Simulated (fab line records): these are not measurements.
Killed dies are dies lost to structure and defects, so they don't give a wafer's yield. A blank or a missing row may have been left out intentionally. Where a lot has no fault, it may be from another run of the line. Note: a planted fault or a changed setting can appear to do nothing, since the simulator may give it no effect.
fab line records | flow rit_cmos | part 1 of 2: steps 1 to 37 of 43
[record] lots = 6 | wafers = 18 | last_day = 7
route steps=202 shown SDANNEAL@156 PSD@157 NSD@158 PLDD@159 NLDD@160 SILICIDE@161 CONTACT@168 M1@184
lots untouched by any fault: they come from a run of this same line in which no faults occurred
start_h: hours from the record's first day to the start of the lot's first wafer shown | wait_h: hours elapsed since this lot's preceding step | " repeats the value in the row above | L1.1+2: a row that stands for several wafers | - no value, or no start given | * or withheld: withheld | < > ~ a bound
route shown NAME@n: NAME is a module with steps in the file, n the number in the route of the first one | usual: average and standard deviation across the fault-free wafers | same: alike in all rows | chamber/n: place in a boat | sites: each site's reading | _std_site: the standard deviation of these | _edge_site: outer sites' mean less inner sites' | radius_mm: for every site, how far away it sits from the centre of the wafer | mask NAME#n: copy n | behind: the tool/chamber that last shaped the wafer | hold: why the lot was held/for how many hours/how that ended | device: which transistor (n, p or np) failed to switch | end of line: the same wafers' tests at the end of the route | for a step that has no rows: nothing shown but its recipe | killed: dies lost to structure and defects at the first sort, not the wafer's yield | map: a wafer's dies, x killed, . not, _ none there
set.NAME: the setting as run; set.NAME@STEP: as run at that earlier step | model.NAME: the simulator's own value behind a step, which no gauge read
a table for each step, a row for each wafer; lots at some steps of the route
services: when a tool's chamber went out of use (start_h, in hours from the record's first day, below 0 if earlier), for how many hours, and the reason
[[steps]]
[step RIT_SDANNEAL_RTA_03]
[recipe] temp_c = 1050 | time_s = 5 | idle_temp_c = 600 | ramp_up_c_per_s = 342 | ramp_down_c_per_s = 171 | cool_to_c = 600 | ambient = N2
[usual] wafer_temp_C_max = 1053.5/1.1
lot.wafer | tool          | chamber | start_h | wait_h | wafer_temp_C_max
L313.1    | rtp_anneal-01 | 0       | 77.94   | 0.0    | 1056.6
L313.4    | "             | 0       | "       | "      | 1056.5
L313.5    | "             | 0       | "       | "      | 1054.7
L316.1    | rtp_anneal-02 | 0       | 91.21   | 0.0    | 1053.3
L316.2    | "             | 0       | "       | "      | 1052.5
L316.5    | "             | 0       | "       | "      | 1054.1
L325.2    | rtp_anneal-01 | 0       | 133.42  | 0.0    | 1051.8
L325.3    | "             | 0       | "       | "      | 1051.3
L325.6    | "             | 0       | "       | "      | 1053.3
L328.2    | rtp_anneal-02 | 0       | 149.82  | 0.0    | 1053.3
L328.4    | "             | 0       | "       | "      | 1052.2
L328.5    | "             | 0       | "       | "      | 1053.7
L329.1    | rtp_anneal-01 | 0       | 153.83  | 0.0    | 1053.9
L329.3    | "             | 0       | "       | "      | 1054.9
L329.5    | "             | 0       | "       | "      | 1052.9
L330.1    | rtp_anneal-02 | 0       | 159.63  | 0.0    | 1053.7
L330.2    | "             | 0       | "       | "      | 1054.1
L330.6    | "             | 0       | "       | "      | 1052.7
[step RIT_SDANNEAL_RS_MEAS_04]
[recipe] thk_meas_gauge = four-point-probe
[usual] PSD_RS = 115.9/0.34
lot.wafer | tool          | chamber | start_h | wait_h | PSD_RS[ohm/sq]
L313.1    | film_metro-04 | -       | 78.00   | 0.0    | 116.1
L313.4    | "             | -       | "       | "      | 115.9
L313.5    | "             | -       | "       | "      | 116.0
L316.1    | film_metro-04 | -       | 91.27   | 0.0    | 115.7
L316.2    | "             | -       | "       | "      | 115.7
L316.5    | "             | -       | "       | "      | 115.5
L325.2    | film_metro-03 | -       | 133.49  | 0.1    | 116.0
L325.3    | "             | -       | "       | "      | 116.0
L325.6    | "             | -       | "       | "      | 115.4
L328.2    | film_metro-04 | -       | 149.89  | 0.1    | 116.0
L328.4    | "             | -       | "       | "      | 116.2
L328.5    | "             | -       | "       | "      | 116.4
L329.1    | film_metro-03 | -       | 153.89  | 0.0    | 115.8
L329.3    | "             | -       | "       | "      | 115.7
L329.5    | "             | -       | "       | "      | 115.4
L330.1    | film_metro-01 | -       | 159.69  | 0.0    | 116.4
L330.2    | "             | -       | "       | "      | 115.8
L330.6    | "             | -       | "       | "      | 116.2
[step RIT_SDANNEAL_RS_MEAS_05]
[recipe] thk_meas_gauge = four-point-probe
[usual] NSD_RS = 84.57/0.3
lot.wafer | tool          | chamber | start_h | wait_h | NSD_RS[ohm/sq]
L313.1    | film_metro-04 | -       | 78.12   | 0.1    | 84.63
L313.4    | "             | -       | "       | "      | 84.74
L313.5    | "             | -       | "       | "      | 84.56
L316.1    | film_metro-04 | -       | 91.39   | 0.1    | 84.96
L316.2    | "             | -       | "       | "      | 84.68
L316.5    | "             | -       | "       | "      | 84.62
L325.2    | film_metro-03 | -       | 133.61  | 0.1    | 84.32
L325.3    | "             | -       | "       | "      | 84.46
L325.6    | "             | -       | "       | "      | 84.28
L328.2    | film_metro-04 | -       | 150.01  | 0.1    | 84.53
L328.4    | "             | -       | "       | "      | 84.75
L328.5    | "             | -       | "       | "      | 84.43
L329.1    | film_metro-03 | -       | 154.01  | 0.1    | 84.67
L329.3    | "             | -       | "       | "      | 84.75
L329.5    | "             | -       | "       | "      | 84.97
L330.1    | film_metro-01 | -       | 159.81  | 0.1    | 84.53
L330.2    | "             | -       | "       | "      | 84.24
L330.6    | "             | -       | "       | "      | 84.87
[step RIT_SDANNEAL_RS_MEAS_06]
[recipe] thk_meas_gauge = four-point-probe
[usual] PLDD_RS = 178.7/0.41
lot.wafer | tool          | chamber | start_h | wait_h | PLDD_RS[ohm/sq]
L313.1    | film_metro-04 | -       | 78.24   | 0.1    | 178.4
L313.4    | "             | -       | "       | "      | 179.1
L313.5    | "             | -       | "       | "      | 178.8
L316.1    | film_metro-04 | -       | 91.51   | 0.1    | 178.6
L316.2    | "             | -       | "       | "      | 178.9
L316.5    | "             | -       | "       | "      | 178.5
L325.2    | film_metro-03 | -       | 133.73  | 0.1    | 178.5
L325.3    | "             | -       | "       | "      | 178.8
L325.6    | "             | -       | "       | "      | 178.4
L328.2    | film_metro-04 | -       | 150.13  | 0.1    | 179.2
L328.4    | "             | -       | "       | "      | 179.4
L328.5    | "             | -       | "       | "      | 179.2
L329.1    | film_metro-03 | -       | 154.13  | 0.1    | 178.4
L329.3    | "             | -       | "       | "      | 178.4
L329.5    | "             | -       | "       | "      | 177.6
L330.1    | film_metro-01 | -       | 159.93  | 0.1    | 178.8
L330.2    | "             | -       | "       | "      | 178.4
L330.6    | "             | -       | "       | "      | 178.2
[step RIT_SDANNEAL_RS_MEAS_07]
[recipe] thk_meas_gauge = four-point-probe
[usual] NLDD_RS = 151.5/0.45
lot.wafer | tool          | chamber | start_h | wait_h | NLDD_RS[ohm/sq]
L313.1    | film_metro-04 | -       | 78.36   | 0.1    | 151.4
L313.4    | "             | -       | "       | "      | 151.1
L313.5    | "             | -       | "       | "      | 150.8
L316.1    | film_metro-04 | -       | 91.63   | 0.1    | 151.1
L316.2    | "             | -       | "       | "      | 151.7
L316.5    | "             | -       | "       | "      | 151.6
L325.2    | film_metro-03 | -       | 133.85  | 0.1    | 151.5
L325.3    | "             | -       | "       | "      | 151.2
L325.6    | "             | -       | "       | "      | 151.2
L328.2    | film_metro-04 | -       | 150.25  | 0.1    | 151.1
L328.4    | "             | -       | "       | "      | 151.1
L328.5    | "             | -       | "       | "      | 151.8
L329.1    | film_metro-03 | -       | 154.25  | 0.1    | 151.4
L329.3    | "             | -       | "       | "      | 151.6
L329.5    | "             | -       | "       | "      | 152.0
L330.1    | film_metro-01 | -       | 160.05  | 0.1    | 151.5
L330.2    | "             | -       | "       | "      | 151.1
L330.6    | "             | -       | "       | "      | 151.1
[step RIT_SILICIDE_WET_ETCH_00]
[recipe] chemistry = BOE | target = SiO2 | target_depth_nm = 14 | time_s = 15 | dry = n2_spin | dilution = 10:1 | temp_c = 21.5
[step RIT_SILICIDE_SPUTTER_01]
[recipe] material = Ti | target_thk_nm = 30 | power_w = 350 | chamber_pressure_pa = 0.667 | gas = Ar | time_s = 240 | substrate_temp_c = 25
[usual] throttle_valve_pct = 29.6/1
lot.wafer | tool           | chamber | start_h | wait_h | throttle_valve_pct
L313.1    | pvd_sputter-03 | -       | 78.49   | 0.0    | 28.5
L313.4    | "              | -       | "       | "      | 29.8
L313.5    | "              | -       | "       | "      | 30.9
L316.1    | pvd_sputter-04 | -       | 91.76   | 0.0    | 28.1
L316.2    | "              | -       | "       | "      | 29.2
L316.5    | "              | -       | "       | "      | 29.2
L325.2    | pvd_sputter-02 | -       | 133.96  | 0.0    | 31.0
L325.3    | "              | -       | "       | "      | 30.8
L325.6    | "              | -       | "       | "      | 29.3
L328.2    | pvd_sputter-02 | -       | 150.37  | 0.0    | 29.9
L328.4    | "              | -       | "       | "      | 30.3
L328.5    | "              | -       | "       | "      | 29.3
L329.1    | pvd_sputter-03 | -       | 154.38  | 0.0    | 30.9
L329.3    | "              | -       | "       | "      | 28.5
L329.5    | "              | -       | "       | "      | 28.6
L330.1    | pvd_sputter-02 | -       | 160.18  | 0.0    | 29.1
L330.2    | "              | -       | "       | "      | 30.8
L330.6    | "              | -       | "       | "      | 30.7
[step RIT_SILICIDE_RS_MEAS_02]
[recipe] thk_meas_gauge = four-point-probe | reads = Ti_of_SILICIDE_SPUTTER_01
[usual] SILICIDE_TI_RS = 47.7/0.71
lot.wafer | tool          | chamber | start_h | wait_h | SILICIDE_TI_RS[ohm/sq]
L313.1    | film_metro-03 | -       | 78.64   | 0.1    | 47.7
L313.4    | "             | -       | "       | "      | 47.7
L313.5    | "             | -       | "       | "      | 48.6
L316.1    | film_metro-02 | -       | 91.91   | 0.1    | 47.2
L316.2    | "             | -       | "       | "      | 47.0
L316.5    | "             | -       | "       | "      | 46.9
L325.2    | film_metro-01 | -       | 134.15  | 0.1    | 49.2
L325.3    | "             | -       | "       | "      | 49.0
L325.6    | "             | -       | "       | "      | 47.8
L328.2    | film_metro-02 | -       | 150.55  | 0.1    | 48.1
L328.4    | "             | -       | "       | "      | 48.8
L328.5    | "             | -       | "       | "      | 47.5
L329.1    | film_metro-02 | -       | 154.53  | 0.1    | 48.4
L329.3    | "             | -       | "       | "      | 48.8
L329.5    | "             | -       | "       | "      | 47.6
L330.1    | film_metro-03 | -       | 160.35  | 0.1    | 47.2
L330.2    | "             | -       | "       | "      | 48.5
L330.6    | "             | -       | "       | "      | 47.9
[step RIT_SILICIDE_THK_MEAS_03]
[recipe] thk_meas_gauge = xrf | reads = Ti_of_SILICIDE_SPUTTER_01
[usual] SILICIDE_TI_THK = 30.3/0.37
lot.wafer | tool          | chamber | start_h | wait_h | SILICIDE_TI_THK[nm]
L313.1    | film_metro-03 | -       | 78.76   | 0.1    | 30.3
L313.4    | "             | -       | "       | "      | 30.3
L313.5    | "             | -       | "       | "      | 29.9
L316.1    | film_metro-02 | -       | 92.03   | 0.1    | 30.5
L316.2    | "             | -       | "       | "      | 30.7
L316.5    | "             | -       | "       | "      | 30.6
L325.2    | film_metro-01 | -       | 134.26  | 0.1    | 29.7
L325.3    | "             | -       | "       | "      | 29.8
L325.6    | "             | -       | "       | "      | 30.3
L328.2    | film_metro-02 | -       | 150.66  | 0.1    | 30.1
L328.4    | "             | -       | "       | "      | 29.6
L328.5    | "             | -       | "       | "      | 30.5
L329.1    | film_metro-02 | -       | 154.65  | 0.1    | 30.0
L329.3    | "             | -       | "       | "      | 29.7
L329.5    | "             | -       | "       | "      | 30.3
L330.1    | film_metro-03 | -       | 160.47  | 0.1    | 30.7
L330.2    | "             | -       | "       | "      | 29.9
L330.6    | "             | -       | "       | "      | 30.3
[step RIT_SILICIDE_RTA_04]
[recipe] temp_c = 650 | time_s = 10 | idle_temp_c = 25 | ramp_up_s = 5 | ramp_down_s = 5 | cool_to_c = 25 | ambient = N2
[usual] wafer_temp_C_max = 653.1/0.7
lot.wafer | tool          | chamber | start_h | wait_h | wafer_temp_C_max
L313.1    | rtp_anneal-02 | 0       | 78.82   | 0.1    | 654.2
L313.4    | "             | 0       | "       | "      | 652.3
L313.5    | "             | 0       | "       | "      | 654.0
L316.1    | rtp_anneal-01 | 0       | 92.09   | 0.1    | 652.5
L316.2    | "             | 0       | "       | "      | 653.0
L316.5    | "             | 0       | "       | "      | 653.0
L325.2    | rtp_anneal-02 | 0       | 134.32  | 0.1    | 654.8
L325.3    | "             | 0       | "       | "      | 652.3
L325.6    | "             | 0       | "       | "      | 653.3
L328.2    | rtp_anneal-01 | 0       | 150.73  | 0.1    | 652.7
L328.4    | "             | 0       | "       | "      | 652.3
L328.5    | "             | 0       | "       | "      | 652.8
L329.1    | rtp_anneal-02 | 0       | 154.71  | 0.1    | 653.2
L329.3    | "             | 0       | "       | "      | 653.0
L329.5    | "             | 0       | "       | "      | 653.1
L330.1    | rtp_anneal-01 | 0       | 160.53  | 0.1    | 652.1
L330.2    | "             | 0       | "       | "      | 653.3
L330.6    | "             | 0       | "       | "      | 652.6
[step RIT_SILICIDE_WET_ETCH_05]
[recipe] chemistry = SPM | target = Ti | temp_c = 90 | time_s = 120 | dry = n2_spin
[step RIT_SILICIDE_RTA_06]
[recipe] temp_c = 750 | time_s = 10 | idle_temp_c = 25 | ramp_up_s = 5 | ramp_down_s = 10 | cool_to_c = 25 | ambient = N2
[usual] wafer_temp_C_max = 753.5/0.79
lot.wafer | tool          | chamber | start_h | wait_h | wafer_temp_C_max
L313.1    | rtp_anneal-01 | 0       | 78.93   | 0.0    | 753.0
L313.4    | "             | 0       | "       | "      | 753.5
L313.5    | "             | 0       | "       | "      | 753.1
L316.1    | rtp_anneal-02 | 0       | 92.21   | 0.0    | 753.7
L316.2    | "             | 0       | "       | "      | 754.4
L316.5    | "             | 0       | "       | "      | 753.5
L325.2    | rtp_anneal-01 | 0       | 134.43  | 0.0    | 753.1
L325.3    | "             | 0       | "       | "      | 753.1
L325.6    | "             | 0       | "       | "      | 752.8
L328.2    | rtp_anneal-02 | 0       | 150.84  | 0.0    | 754.5
L328.4    | "             | 0       | "       | "      | 752.9
L328.5    | "             | 0       | "       | "      | 753.9
L329.1    | rtp_anneal-01 | 0       | 154.82  | 0.0    | 752.9
L329.3    | "             | 0       | "       | "      | 754.4
L329.5    | "             | 0       | "       | "      | 752.4
L330.1    | rtp_anneal-02 | 0       | 160.64  | 0.0    | 752.8
L330.2    | "             | 0       | "       | "      | 752.8
L330.6    | "             | 0       | "       | "      | 752.9
[step RIT_CONTACT_CVD_00]
[recipe] material = SiO2 | target_thk_nm = 400 | precursor = TEOS | temp_c = 390 | time_s = 61 | rf_w = 400
[usual] heater_power_w = 296/53
lot.wafer | tool     | chamber | start_h | wait_h | heater_power_w | model.SiO2_of_CONTACT_CVD_00.thk_nm
L313.1    | pecvd-03 | 2       | 78.99   | 0.1    | 335            | 386.5
L313.4    | "        | 2       | "       | "      | 244            | 391.3
L313.5    | "        | 0       | "       | "      | 344            | 392.2
L316.1    | pecvd-03 | 0       | 92.27   | 0.1    | 299            | 393.8
L316.2    | "        | 1       | "       | "      | 223            | 391
L316.5    | "        | 1       | "       | "      | 232            | 401.7
L325.2    | pecvd-03 | 1       | 134.48  | 0.0    | 175            | 343.5
L325.3    | "        | 2       | "       | "      | 265            | 343.8
L325.6    | "        | 0       | "       | "      | 322            | 353.8
L328.2    | pecvd-03 | 0       | 150.89  | 0.0    | 332            | 351
L328.4    | "        | 2       | "       | "      | 301            | 347.5
L328.5    | "        | 0       | "       | "      | 352            | 352.3
L329.1    | pecvd-02 | 0       | 154.89  | 0.1    | 299            | 397
L329.3    | "        | 2       | "       | "      | 243            | 397.8
L329.5    | "        | 2       | "       | "      | 265            | 403.9
L330.1    | pecvd-04 | 1       | 160.71  | 0.1    | 229            | 397
L330.2    | "        | 2       | "       | "      | 361            | 392.7
L330.6    | "        | 2       | "       | "      | 268            | 399.1
[step RIT_CONTACT_THK_MEAS_01]
[recipe] reads = SiO2_of_CONTACT_CVD_00
[usual] CONTACT_TEOS_THK = 399/5.2
lot.wafer | tool          | chamber | start_h | wait_h | CONTACT_TEOS_THK[nm]
L313.1    | film_metro-04 | -       | 79.04   | 0.0    | 386
L313.4    | "             | -       | "       | "      | 391
L313.5    | "             | -       | "       | "      | 392
L316.1    | film_metro-02 | -       | 92.32   | 0.0    | 394
L316.2    | "             | -       | "       | "      | 391
L316.5    | "             | -       | "       | "      | 402
L325.2    | film_metro-04 | -       | 134.54  | 0.0    | 343
L325.3    | "             | -       | "       | "      | 344
L325.6    | "             | -       | "       | "      | 354
L328.2    | film_metro-04 | -       | 150.95  | 0.0    | 351
L328.4    | "             | -       | "       | "      | 348
L328.5    | "             | -       | "       | "      | 352
L329.1    | film_metro-04 | -       | 154.94  | 0.0    | 397
L329.3    | "             | -       | "       | "      | 398
L329.5    | "             | -       | "       | "      | 404
L330.1    | film_metro-03 | -       | 160.78  | 0.1    | 397
L330.2    | "             | -       | "       | "      | 393
L330.6    | "             | -       | "       | "      | 399
[step RIT_CONTACT_HMDS_02]
[recipe] prime_time_s = 60 | prime_temp_c = 140
[step RIT_CONTACT_COAT_03]
[recipe] resist = NOVOLAK | spin_rpm = 3250 | resist_thk_nm = 1000
[step RIT_CONTACT_SOFTBAKE_04]
[recipe] resist = NOVOLAK | temp_c = 90 | time_s = 60
[step RIT_CONTACT_EXPOSE_05]
[recipe] mask_id = M11 | na = 0.6 | source_shape = conventional | sigma_outer = 0.5 | target_cd_nm = 1000 | dose_mj = 250
[step RIT_CONTACT_PEB_06]
[recipe] resist = NOVOLAK | temp_c = withheld | time_s = withheld
[step RIT_CONTACT_DEVELOP_07]
[recipe] resist = NOVOLAK | develop_time_s = 120 | dev_temp_c = 23
[step RIT_CONTACT_CD_MEAS_08]
[recipe] target_cd_nm = 1000
[usual] cd_nm = 999.5/1.8
lot.wafer | tool      | chamber | start_h | wait_h | cd_nm
L313.1    | cd_sem-02 | -       | 80.20   | -      | 999.1
L313.4    | "         | -       | "       | "      | 1001.6
L313.5    | "         | -       | "       | "      | 1000.9
L316.1    | cd_sem-01 | -       | 93.35   | -      | 997.5
L316.2    | "         | -       | "       | "      | 998.0
L316.5    | "         | -       | "       | "      | 996.3
L325.2    | cd_sem-01 | -       | 135.71  | -      | 1002.4
L325.3    | "         | -       | "       | "      | 1001.0
L325.6    | "         | -       | "       | "      | 1000.7
L328.2    | cd_sem-02 | -       | 152.17  | -      | 999.8
L328.4    | "         | -       | "       | "      | 1003.2
L328.5    | "         | -       | "       | "      | 1001.1
L329.1    | cd_sem-02 | -       | 155.96  | -      | 1001.3
L329.3    | "         | -       | "       | "      | 1000.4
L329.5    | "         | -       | "       | "      | 998.9
L330.1    | cd_sem-02 | -       | 161.93  | -      | 997.8
L330.2    | "         | -       | "       | "      | 998.3
L330.6    | "         | -       | "       | "      | 997.7
[step RIT_CONTACT_OVL_MEAS_09]
[usual] CONTACT_OVL = -0.9/1.3
lot.wafer | tool       | chamber | start_h | wait_h | CONTACT_OVL[nm]
L313.1    | overlay-01 | -       | 80.32   | 0.1    | -1.0
L313.4    | "          | -       | "       | "      | -0.8
L313.5    | "          | -       | "       | "      | -3.6
L316.1    | overlay-01 | -       | 93.47   | 0.1    | 1.6
L316.2    | "          | -       | "       | "      | 1.9
L316.5    | "          | -       | "       | "      | 1.0
L325.2    | overlay-01 | -       | 135.81  | 0.1    | -1.0
L325.3    | "          | -       | "       | "      | 0.0
L325.6    | "          | -       | "       | "      | -0.7
L328.2    | overlay-01 | -       | 152.27  | 0.1    | -1.9
L328.4    | "          | -       | "       | "      | -1.7
L328.5    | "          | -       | "       | "      | -1.6
L329.1    | overlay-01 | -       | 156.08  | 0.1    | -1.7
L329.3    | "          | -       | "       | "      | -1.0
L329.5    | "          | -       | "       | "      | -1.7
L330.1    | overlay-01 | -       | 162.05  | 0.1    | -0.5
L330.2    | "          | -       | "       | "      | -0.7
L330.6    | "          | -       | "       | "      | -0.2
[step RIT_CONTACT_HARDBAKE_10]
[recipe] resist = NOVOLAK | temp_c = 140 | time_s = 60
[step RIT_CONTACT_ETCH_11]
[recipe] target_depth_a = 4800 | over_etch_frac = 0.2 | stop_on = TiSi2 | chemistry = CHF3/CF4/Ar | target = SiO2 | CHF3_flow_sccm = 50 | cf4_flow_sccm = 10 | Ar_flow_sccm = 100 | O2_flow_sccm = 5 | pressure_mtorr = 100 | rf_w = 200 | time_s = 320
[usual] CHF3_flow_sccm = 50.02/0.15 | drypump_motor_current_A = 5.9/0.46 | oes_product_au = 0.988/0.014 | throttle_valve_pct = 8.84/0.12
[same] over_etch_frac = 0.2
lot.wafer | tool        | chamber | start_h | wait_h | CHF3_flow_sccm | drypump_motor_current_A | oes_product_au | rf_hours_counter_h | throttle_valve_pct | model.etch.depth_nm | model.CONTACT.feature_depth_nm
L313.1    | rie_diel-01 | 0       | 80.50   | 0.1    | 49.76          | 6.4                     | 0.993          | 156                | 8.74               | 386.5               | 386.5
L313.4    | "           | 0       | "       | "      | 49.86          | 6.4                     | 1.003          | -                  | 8.74               | 391.3               | 391.3
L313.5    | "           | 2       | "       | "      | 49.93          | 6.2                     | 0.995          | -                  | 8.72               | 392.2               | 392.2
L316.1    | rie_diel-02 | 3       | 93.66   | 0.1    | 50.00          | 5.9                     | 0.988          | 117                | 8.88               | 393.8               | 393.8
L316.2    | "           | 2       | "       | "      | 50.12          | 5.9                     | 0.958          | 96                 | 8.83               | 391                 | 391
L316.5    | "           | 0       | "       | "      | 50.02          | 5.3                     | 1.013          | -                  | 8.71               | 401.7               | 401.7
L325.2    | rie_diel-04 | 3       | 135.99  | 0.1    | 49.58          | 5.4                     | 0.981          | 19                 | 9.05               | 343.5               | 343.5
L325.3    | "           | 0       | "       | "      | 50.14          | 6.4                     | 0.975          | 8                  | 8.83               | 343.8               | 343.8
L325.6    | "           | 1       | "       | "      | 50.23          | 5.6                     | 0.955          | -                  | 8.94               | 353.8               | 353.8
L328.2    | rie_diel-01 | 0       | 152.48  | 0.1    | 49.92          | 6.3                     | 0.990          | 0                  | 8.74               | 351                 | 351
L328.4    | "           | 2       | "       | "      | 49.89          | 6.2                     | 0.985          | 78                 | 8.72               | 347.5               | 347.5
L328.5    | "           | 3       | "       | "      | 50.18          | 6.7                     | 0.986          | -                  | 9.10               | 352.3               | 352.3
L329.1    | rie_diel-04 | 2       | 156.27  | 0.1    | 49.80          | 5.6                     | 0.992          | 51                 | 8.84               | 397                 | 397
L329.3    | "           | 1       | "       | "      | 49.99          | 5.6                     | 0.980          | 9                  | 8.94               | 397.8               | 397.8
L329.5    | "           | 2       | "       | "      | 49.97          | 5.6                     | 0.994          | -                  | 8.84               | 403.9               | 403.9
L330.1    | rie_diel-02 | 0       | 162.24  | 0.1    | 50.12          | 5.3                     | 1.014          | 21                 | 8.72               | 397                 | 397
L330.2    | "           | 2       | "       | "      | 49.81          | 5.9                     | 0.964          | 98                 | 8.85               | 392.7               | 392.7
L330.6    | "           | 3       | "       | "      | 50.08          | 5.9                     | 0.996          | -                  | 8.88               | 399.1               | 399.1
[step RIT_CONTACT_STRIP_12]
[recipe] chemistry = O2 | time_s = 180 | resist = NOVOLAK | platen_temp_c = withheld | power_w = 500 | pressure_mtorr = 4000 | o2_flow_sccm = 4000
[step RIT_CONTACT_CD_MEAS_90]
[recipe] target_cd_nm = 1000
[usual] cd_nm = 999.5/1.8
lot.wafer | tool      | chamber | start_h | wait_h | cd_nm
L313.1    | cd_sem-02 | -       | 80.87   | 0.1    | 999.7
L313.4    | "         | -       | "       | "      | 1001.7
L313.5    | "         | -       | "       | "      | 1000.8
L316.1    | cd_sem-02 | -       | 94.03   | 0.1    | 997.6
L316.2    | "         | -       | "       | "      | 997.6
L316.5    | "         | -       | "       | "      | 996.7
L325.2    | cd_sem-01 | -       | 136.38  | 0.1    | 1002.9
L325.3    | "         | -       | "       | "      | 1000.6
L325.6    | "         | -       | "       | "      | 1001.0
L328.2    | cd_sem-02 | -       | 152.87  | 0.1    | 999.3
L328.4    | "         | -       | "       | "      | 1003.0
L328.5    | "         | -       | "       | "      | 1000.9
L329.1    | cd_sem-02 | -       | 156.64  | 0.1    | 1001.3
L329.3    | "         | -       | "       | "      | 1000.6
L329.5    | "         | -       | "       | "      | 999.1
L330.1    | cd_sem-02 | -       | 162.61  | 0.1    | 998.2
L330.2    | "         | -       | "       | "      | 998.8
L330.6    | "         | -       | "       | "      | 998.1
[step RIT_CONTACT_CLEAN_13]
[recipe] chemistry = SC1 | mix = 3:3:50 | time_s = 600 | temp_c = 75
[step RIT_CONTACT_CLEAN_14]
[recipe] chemistry = SC2 | mix = 3:3:50 | time_s = 600 | temp_c = 75 | dry = n2_spin
[step RIT_M1_SPUTTER_00]
[recipe] material = Al | target_thk_nm = 400 | power_w = 2000 | chamber_pressure_pa = 0.4 | gas = Ar | time_s = 500 | substrate_temp_c = 25
[usual] throttle_valve_pct = 30.1/0.83
lot.wafer | tool           | chamber | start_h | wait_h | throttle_valve_pct
L313.1    | pvd_sputter-02 | -       | 81.34   | 0.0    | 31.0
L313.4    | "              | -       | "       | "      | 29.9
L313.5    | "              | -       | "       | "      | 29.6
L316.1    | pvd_sputter-01 | -       | 94.51   | 0.0    | 30.1
L316.2    | "              | -       | "       | "      | 31.3
L316.5    | "              | -       | "       | "      | 30.0
L325.2    | pvd_sputter-02 | -       | 136.83  | 0.0    | 29.9
L325.3    | "              | -       | "       | "      | 29.5
L325.6    | "              | -       | "       | "      | 31.1
L328.2    | pvd_sputter-01 | -       | 153.34  | 0.0    | 29.6
L328.4    | "              | -       | "       | "      | 30.1
L328.5    | "              | -       | "       | "      | 31.6
L329.1    | pvd_sputter-04 | -       | 157.11  | 0.0    | 30.1
L329.3    | "              | -       | "       | "      | 29.2
L329.5    | "              | -       | "       | "      | 30.0
L330.1    | pvd_sputter-01 | -       | 163.10  | 0.0    | 31.6
L330.2    | "              | -       | "       | "      | 30.2
L330.6    | "              | -       | "       | "      | 29.8
[step RIT_M1_RS_MEAS_01]
[recipe] thk_meas_gauge = four-point-probe | reads = Al_of_M1_SPUTTER_00
[usual] M1_AL_RS = 0.0736/0.00071
lot.wafer | tool          | chamber | start_h | wait_h | M1_AL_RS[ohm/sq]
L313.1    | film_metro-04 | -       | 81.67   | 0.2    | 0.0738
L313.4    | "             | -       | "       | "      | 0.0742
L313.5    | "             | -       | "       | "      | 0.0736
L316.1    | film_metro-04 | -       | 94.81   | 0.1    | 0.0743
L316.2    | "             | -       | "       | "      | 0.0741
L316.5    | "             | -       | "       | "      | 0.0742
L325.2    | film_metro-04 | -       | 137.18  | 0.2    | 0.0727
L325.3    | "             | -       | "       | "      | 0.0733
L325.6    | "             | -       | "       | "      | 0.0732
L328.2    | film_metro-04 | -       | 153.65  | 0.2    | 0.0729
L328.4    | "             | -       | "       | "      | 0.0746
L328.5    | "             | -       | "       | "      | 0.0741
L329.1    | film_metro-03 | -       | 157.40  | 0.1    | 0.0722
L329.3    | "             | -       | "       | "      | 0.0728
L329.5    | "             | -       | "       | "      | 0.0722
L330.1    | film_metro-03 | -       | 163.39  | 0.1    | 0.0741
L330.2    | "             | -       | "       | "      | 0.0747
L330.6    | "             | -       | "       | "      | 0.0742
[step RIT_M1_THK_MEAS_02]
[recipe] thk_meas_gauge = xrf | reads = Al_of_M1_SPUTTER_00
[usual] M1_AL_THK = 399/4.4
lot.wafer | tool          | chamber | start_h | wait_h | M1_AL_THK[nm]
L313.1    | film_metro-04 | -       | 81.79   | 0.1    | 397
L313.4    | "             | -       | "       | "      | 395
L313.5    | "             | -       | "       | "      | 397
L316.1    | film_metro-04 | -       | 94.93   | 0.1    | 394
L316.2    | "             | -       | "       | "      | 397
L316.5    | "             | -       | "       | "      | 392
L325.2    | film_metro-04 | -       | 137.29  | 0.1    | 403
L325.3    | "             | -       | "       | "      | 398
L325.6    | "             | -       | "       | "      | 401
L328.2    | film_metro-04 | -       | 153.76  | 0.1    | 404
L328.4    | "             | -       | "       | "      | 393
L328.5    | "             | -       | "       | "      | 395
L329.1    | film_metro-03 | -       | 157.52  | 0.1    | 408
L329.3    | "             | -       | "       | "      | 405
L329.5    | "             | -       | "       | "      | 407
L330.1    | film_metro-03 | -       | 163.51  | 0.1    | 399
L330.2    | "             | -       | "       | "      | 395
L330.6    | "             | -       | "       | "      | 399
[step RIT_M1_HMDS_03]
[recipe] prime_time_s = 60 | prime_temp_c = 140
[step RIT_M1_COAT_04]
[recipe] resist = NOVOLAK | spin_rpm = 2000 | resist_thk_nm = 1300
[step RIT_M1_SOFTBAKE_05]
[recipe] resist = NOVOLAK | temp_c = 90 | time_s = 60
[step RIT_M1_EXPOSE_06]
[recipe] mask_id = M12 | na = 0.6 | source_shape = conventional | sigma_outer = 0.5 | target_cd_nm = 2600 | dose_mj = 250
[step RIT_M1_PEB_07]
[recipe] resist = NOVOLAK | temp_c = withheld | time_s = withheld
[step RIT_M1_DEVELOP_08]
[recipe] resist = NOVOLAK | develop_time_s = 68 | dev_temp_c = 23
[[key]]
[first_sign] step = RIT_CONTACT_THK_MEAS_01 | reading = CONTACT_TEOS_THK | direction = down | sigmas = 9.5 | usual = 399 | struck = 349
effect none on later readings
[model_effect] step = RIT_CONTACT_CVD_00 | value = SiO2_of_CONTACT_CVD_00.thk_nm | without = 401.1 | struck = 348.6
[model_effect] step = RIT_CONTACT_ETCH_11 | value = etch.depth_nm | without = 401.1 | struck = 348.6
[model_effect] step = RIT_M1_METAL_ETCH_12 | value = SiO2_of_CONTACT_CVD_00.thk_nm | without = 365.3 | struck = 312.8
[model_effect] step = RIT_M1_PROBE_99 | value = etest.field_p_metal.vt_v | without = -29.57 | struck = -26.89
met_at RIT_CONTACT_CVD_00
struck_wafers L325.2,L325.3,L325.6,L328.2,L328.4,L328.5
tester_left_out L325,L328
onset_between 92.27 134.48
[fault] kind = process_parameter_drift | tool = pecvd-03 | chamber = - | onset_h = 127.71 | steps = RIT_CONTACT_CVD_00 | channel = target_thk_nm | offset = -52.465 | shape = step | end_h = 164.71 | stated = 400
// tester_left_out: of these lots the tester's yield and bins aren't shown, on N5 and GAA mostly nor the transistor test; their killed dies are dies lost to structure and defects alone, not to doping, threshold or leakage, so they don't give the yield
